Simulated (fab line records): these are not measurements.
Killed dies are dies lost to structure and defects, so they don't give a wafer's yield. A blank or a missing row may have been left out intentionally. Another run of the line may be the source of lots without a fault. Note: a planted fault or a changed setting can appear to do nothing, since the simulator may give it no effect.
2 desks looking at one fault :: flow rit cmos :: only its own numbers are on each desk; what lay behind them is given at the end

METROLOGY DESK
What the gauges read, lot by lot, whatever tool the lot ran on: means of the sampled wafers that have a number. Any lot whose mean is over 4 standard deviations away from the usual mean is out of limits and marked OUT; that distance is given in the brackets.
Columns: A = SILICIDE_TI_RS at RIT_SILICIDE_RS_MEAS_02, usual 47.3 ohm/sq; B = SILICIDE_TI_THK at RIT_SILICIDE_THK_MEAS_03, usual 29.7 nm; C = M1_OVL at RIT_M1_OVL_MEAS_10, usual -0.3 nm
lot: L804
first seen here: day 3 15:20
A: 46.6
B: 30.2
C: -0.7

lot: L805
first seen here: day 3 18:52
A: 47.7
B: 29.4
C: -1.9

lot: L806
first seen here: day 4 01:30
A: 46.3
B: 30.1
C: -0.1

lot: L808
first seen here: day 4 08:53
A: 48.1
B: 29.4
C: -0.2

lot: L809
first seen here: day 4 11:11
A: 47.6
B: 29.4
C: 2.0

lot: L810
first seen here: day 4 19:59
A: 47.6
B: 29.4
C: -2.2

lot: L814
first seen here: day 5 15:31
A: 43.7 (-4.1) OUT
B: 31.9 (+4.5) OUT
C: 0.1

lot: L815
first seen here: day 5 16:22
A: 47.1
B: 29.7
C: 1.9

lot: L816
first seen here: day 6 00:34
A: 43.3 (-4.5) OUT
B: 31.7 (+4.2) OUT
C: -1.1

lot: L817
first seen here: day 6 06:45
A: 47.8
B: 29.2
C: -2.7

lot: L821
first seen here: day 7 03:55
A: 48.3
B: 29.4
C: -0.3

lot: L823
first seen here: day 8 02:20
A: 47.8
B: 29.2
C: 1.7

lot: L824
first seen here: day 8 02:39
A: 48.2
B: 29.3
C: 0.1

lot: L826
first seen here: day 8 12:41
A: 47.7
B: 29.6
C: -1.1
Per this desk, out of limits: L814, L816; the first was L814, day 5 15:31 (SILICIDE_TI_RS at RIT_SILICIDE_RS_MEAS_02). L804, L805, L806, L808, L809, L810, L815, L817, L821, L823, L824, L826 stayed within limits.

THE TOOL OWNER'S DESK: pvd sputter-02
The tool's own readings at RIT_SILICIDE_SPUTTER_01 (material Ti, target thk 30 nm, time 240 s): means of the sampled wafers that have a number, for each lot that ran on this tool. Any lot whose mean is over 4 standard deviations away from the usual mean is out of limits and marked OUT; that distance is given in the brackets.
Columns: A = cathode dc power W at RIT_SILICIDE_SPUTTER_01, usual 350.01 W; B = throttle valve pct at RIT_SILICIDE_SPUTTER_01, usual 30.1 %
lot: L804
first seen here: day 3 15:10
A: 350.03
B: 30.5

lot: L806
first seen here: day 4 01:20
A: 349.99
B: 29.2

lot: L810
first seen here: day 4 19:50
A: 349.97
B: 29.3

lot: L814
first seen here: day 5 15:22
A: 349.96
B: 30.5

lot: L816
first seen here: day 6 00:25
A: 350.02
B: 29.5
Result from this desk: across the 5 lots, nothing is out of limits.

TAKEN TOGETHER
An alarm was possible from the metrology desk at day 5 15:31, on L814, L816.
Nothing out of limits was seen by the tool owner's desk.
The tool owner's desk has L814, L816 on record, within its limits.
On pvd sputter-02, each named lot ran RIT_SILICIDE_SPUTTER_01.

WHAT WAS PUT IN BY THE SIMULATOR
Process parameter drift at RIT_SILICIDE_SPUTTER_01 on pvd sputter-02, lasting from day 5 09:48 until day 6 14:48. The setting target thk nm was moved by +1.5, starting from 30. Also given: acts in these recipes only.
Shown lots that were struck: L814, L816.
Hours from the fault's start to each desk's first reading out of limits: the metrology desk, 6.
